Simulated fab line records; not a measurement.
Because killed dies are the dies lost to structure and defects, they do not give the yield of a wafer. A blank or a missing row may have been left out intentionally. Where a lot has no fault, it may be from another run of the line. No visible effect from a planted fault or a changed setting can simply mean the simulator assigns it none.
Chamber matching | flow berkeley cmos170 | 4 sister chambers for UCB170_M2_ETCH_17 on rie diel-01
The step etches BARC in N2/H2. 4 wafers are shown with their chamber, then 8 later ones without.

== WAFERS, EACH WITH ITS CHAMBER ==
wafer  | chamber | throttle valve pct (%)
L729.5 | 1       | 13.02
L733.5 | 3       | 13.29
L733.6 | 0       | 13.27
L732.1 | 2       | 13.47

== WAFERS WHOSE CHAMBER IS MISSING ==
wafer  | throttle valve pct (%)
L732.4 | 13.02
L732.6 | 13.28
L739.2 | 13.29
L739.3 | 13.45
L739.4 | 13.28
L740.1 | 13.02
L740.2 | 13.27
L740.5 | 13.28

== WHICH CHAMBER EACH ONE RAN IN ==
wafer  | from the rows above     | in truth
L732.4 | 1                       | 1
L732.6 | can't be placed: 0 or 3 | 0
L739.2 | 3                       | 3
L739.3 | 2                       | 2
L739.4 | can't be placed: 0 or 3 | 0
L740.1 | 1                       | 1
L740.2 | 0                       | 0
L740.5 | can't be placed: 0 or 3 | 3
5 of 8 placed correctly. These rows do not allow placing 3 (true chamber among the candidates in 3). Number placed wrongly: 0.
How it was worked out, from the rows above alone: a wafer's distance from a chamber is the root of the sum, over the readings, of the square of ((its reading less the chamber's mean) divided by the reading's scatter). The wafer belongs to the nearest chamber; if the next one is less than 2 further off, it can't be placed. Each chamber's mean is taken over the wafers shown for it. The scatter (one wafer shown for each chamber): square how far every hidden wafer sits from the nearest shown wafer, average those squares and take the square root.
